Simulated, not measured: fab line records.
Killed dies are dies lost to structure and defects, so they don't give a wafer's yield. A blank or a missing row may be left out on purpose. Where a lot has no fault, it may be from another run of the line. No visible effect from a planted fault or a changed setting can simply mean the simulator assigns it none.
A lot that was struck, set against a sound lot :: flow ritCmos :: 19 steps out of a route of 202
Sound: the wafers L338.1, L338.3, L338.4. The struck wafers were L346.1, L346.3, L346.4. The cause is given at the end.
Each step with rows lists, per side, the tool, then ch with its chambers, then its first start. Under that, the readings that differ: sound wafers :: struck wafers :: difference of the means :: sigmas: that difference in standard deviations of wafers without a fault.
alike: readings whose means differ by less than 2 such deviations, and words and numbers that are the same on both sides. not compared: withheld readings, readings that some wafer has no value for, bounds like >300 that may hide the same value, and numbers for which the record gives no deviation and whose values overlap.
A row with sigmas, a row that says differs or no value, or rows on one side alone: a step with any of these is where the two part. When numbers do not overlap yet have no deviation, they are printed without sigmas and do not part them. A reading missing from all wafers of one side parts the sides only when that side holds two or more wafers.

first, 4 steps without rows for these wafers: RIT_PSD_SOFTBAKE_02 (time 60 s); RIT_PSD_EXPOSE_03 (exposes mask M10, target cd 40900 nm); RIT_PSD_PEB_04; RIT_PSD_DEVELOP_05 (develop time 50 s).
RIT_PSD_OVL_MEAS_06:
  sound on overlay-02 at day 4 23:37; struck on overlay-01 at day 6 20:19
  alike: PSD_OVL
then, 2 steps without rows for these wafers: RIT_PSD_HARDBAKE_07 (time 60 s); RIT_PSD_IMPLANT_08.
RIT_PSD_STRIP_09: strips in O2, time 180 s.
  sound on plasmaAsher-02 ch 0,1, day 4 23:57; struck on plasmaAsher-02 ch 0,1, day 6 20:40
  alike: drypumpMotorCurrentA, o2FlowSccm
  not compared: rfHoursCounterH
RIT_PSD_TW_MEAS_10:
  sound on filmMetro-02 at day 5 00:07; struck on filmMetro-03 at day 6 20:50
  alike: PSD_TW
then, 3 steps without rows for these wafers: RIT_SDANNEAL_CLEAN_00 (cleans in SC1, time 600 s); RIT_SDANNEAL_CLEAN_01 (cleans in dHF, time 30 s); RIT_SDANNEAL_CLEAN_02 (cleans in SC2, time 600 s).
RIT_SDANNEAL_RTA_03: time 5 s.
  sound on rtpAnneal-02 ch 0, day 5 00:35; struck on rtpAnneal-02 ch 0, day 6 21:16
  alike: wafer_temp_C_max
RIT_SDANNEAL_RS_MEAS_04: a four-point-probe measurement.
  sound on filmMetro-01 at day 5 00:38; struck on filmMetro-02 at day 6 21:19
reading: PSD_RS (ohm/sq)
sound: 115.9 115.7 115.5
struck: 97.7 97.9 97.7
difference: -17.9
sigmas: -54
RIT_SDANNEAL_RS_MEAS_05: a four-point-probe measurement.
  sound on filmMetro-01 at day 5 00:46; struck on filmMetro-02 at day 6 21:26
reading: NSD_RS (ohm/sq)
sound: 84.37 84.25 84.16
struck: 81.56 81.33 81.32
difference: -2.86
sigmas: -12
RIT_SDANNEAL_RS_MEAS_06: a four-point-probe measurement.
  sound on filmMetro-01 at day 5 00:53; struck on filmMetro-02 at day 6 21:34
reading: PLDD_RS (ohm/sq)
sound: 177.8 178.2 178.4
struck: 161.6 162.3 161.9
difference: -16.2
sigmas: -38
RIT_SDANNEAL_RS_MEAS_07: a four-point-probe measurement.
  sound on filmMetro-01 at day 5 01:00; struck on filmMetro-02 at day 6 21:41
reading: NLDD_RS (ohm/sq)
sound: 151.9 151.4 151.9
struck: 147.9 148.2 148.5
difference: -3.5
sigmas: -8
then, 2 steps without rows for these wafers: RIT_SILICIDE_WET_ETCH_00 (etches SiO2 in BOE, target depth 14 nm, time 15 s); RIT_M1_PROBE_99.

## WHERE THEY PART
Earliest at RIT_SDANNEAL_RS_MEAS_04; latest, in this record, at RIT_SDANNEAL_RS_MEAS_07.

WHY: what the simulator had put in
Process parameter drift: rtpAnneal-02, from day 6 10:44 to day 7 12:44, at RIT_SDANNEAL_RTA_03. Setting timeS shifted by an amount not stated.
